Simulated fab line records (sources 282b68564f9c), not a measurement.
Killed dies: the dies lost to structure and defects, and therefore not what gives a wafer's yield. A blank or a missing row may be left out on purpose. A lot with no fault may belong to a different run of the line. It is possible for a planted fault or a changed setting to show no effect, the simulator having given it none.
Which tool did it? ; flow rit-cmos ; Sampling: 14 lots, 42 wafers, 2 of 202 route steps

## WHAT THE GAUGES SHOWED, per wafer
RIT_WELLDRIVE_RS_MEAS_02: measurement is done with a four-point probe. Usual: PWELL_RS gives 429.5 ohm/sq (standard deviation 1.2).
lot;measured;on;PWELL_RS (ohm/sq);flag
L639;day 2 09:39;film-metro-03;429.1 428.7 429.3;
L640;day 2 14:01;film-metro-03;428.3 429.9 430.5;
L641;day 2 19:31;film-metro-01;427.9 428.7 427.7;
L642;day 3 00:38;film-metro-03;430.2 430.1 429.4;
L644;day 3 10:47;film-metro-03;428.8 429.1 429.9;
L645;day 3 14:50;film-metro-01;431.1 432.3 430.0;
L646;day 3 21:39;film-metro-02;430.2 429.0 430.0;
L649;day 4 12:07;film-metro-01;428.4 427.5 427.1;
L650;day 4 15:48;film-metro-02;427.7 427.5 427.5;
L655;day 5 17:42;film-metro-01;430.1 429.6 428.8;
L656;day 5 22:13;film-metro-03;403.7 404.7 403.7;OFF
L657;day 6 04:32;film-metro-03;405.3 405.6 404.9;OFF
L660;day 6 19:49;film-metro-02;429.0 429.8 430.5;
L661;day 7 01:59;film-metro-02;428.9 427.9 428.8;

## WHAT TOOL EACH LOT RAN ON (gives the tool, then ch and the chambers of the sampled wafers, and finally the start)
lot;RIT_PWELL_IMPLANT_08
L639;implanter-01 ch 0, day 2 04:04
L640;implanter-03 ch 0, day 2 08:26
L641;implanter-01 ch 0, day 2 13:47
L642;implanter-01 ch 0, day 2 18:17
L644;implanter-01 ch 0, day 3 04:28
L645;implanter-04 ch 0, day 3 09:14
L646;implanter-03 ch 0, day 3 15:41
L649;implanter-04 ch 0, day 4 06:32
L650;implanter-01 ch 0, day 4 10:13
L655;implanter-03 ch 0, day 5 12:07
L656;implanter-03 ch 0, day 5 16:08
L657;implanter-03 ch 0, day 5 22:57
L660;implanter-04 ch 0, day 6 14:14
L661;implanter-01 ch 0, day 6 20:23
- RIT_PWELL_IMPLANT_08

## WHAT THE TOOLS THEMSELVES READ (means of the sampled wafers that have a number; where no wafer has one, the mark that the record gives instead)
RIT_PWELL_IMPLANT_08. Usual: dose-ions-cm2 7.001e+13, standard deviation 8.3e+10; faraday-current-uA 221, standard deviation 3.9.
lot;tool;dose-ions-cm2;faraday-current-uA;flag
L639;implanter-01;7.000e+13;220;
L640;implanter-03;6.993e+13;216;
L641;implanter-01;7.003e+13;225;
L642;implanter-01;6.991e+13;220;
L644;implanter-01;7.002e+13;217;
L645;implanter-04;6.995e+13;221;
L646;implanter-03;7.006e+13;221;
L649;implanter-04;6.997e+13;220;
L650;implanter-01;7.001e+13;222;
L655;implanter-03;7.001e+13;222;
L656;implanter-03;7.706e+13;242;OFF
L657;implanter-03;7.718e+13;243;OFF
L660;implanter-04;7.008e+13;219;
L661;implanter-01;7.000e+13;224;

## THE ANSWER, worked out from the rows above alone
Rule: a lot is off if the mean of its wafers that have a number lies more than 3 standard deviations from the usual mean. Also off: a lot with no number at a reading for which 4 or more lots have one. The other lots that the step has rows for count as sound. Order of review: gauges by route order, followed by the tools' own readings, for which a lot's mean as printed above is used. The first step at which some lot is off is used, and at that step the reading that is off furthest; a lot without a number counts as furthest.
Off: L656, L657, seen at RIT_WELLDRIVE_RS_MEAS_02 (PWELL_RS).
A tool fits if, at a process step before that reading, it ran every lot that is off, and no sound lot after the first of them. Not tried: the gauges at RIT_WELLDRIVE_RS_MEAS_02; whatever is off there is also off at RIT_PWELL_IMPLANT_08, on other tools, and gauge error can't account for it. One candidate fits, namely implanter-03 at RIT_PWELL_IMPLANT_08. A fault onset in the window from L655 (day 5 12:07, its last sound lot) to L656 (day 5 16:08, its first lot off) fits.
The tool's own readings at RIT_PWELL_IMPLANT_08 bear it out: on the lots that are off they differ by more than 5 times the standard deviation of the sound lots' means. dose-ions-cm2 reads 7.712e+13 there against 7.000e+13 on the sound lots; faraday-current-uA reads 242 there against 221 on the sound lots.

## WHAT THE SIMULATOR HAD INSERTED
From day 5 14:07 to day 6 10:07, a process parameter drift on implanter-03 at RIT_PWELL_IMPLANT_08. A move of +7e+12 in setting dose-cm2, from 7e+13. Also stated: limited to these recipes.
Lots struck among those shown: L656, L657. The rule above reached the same finding.
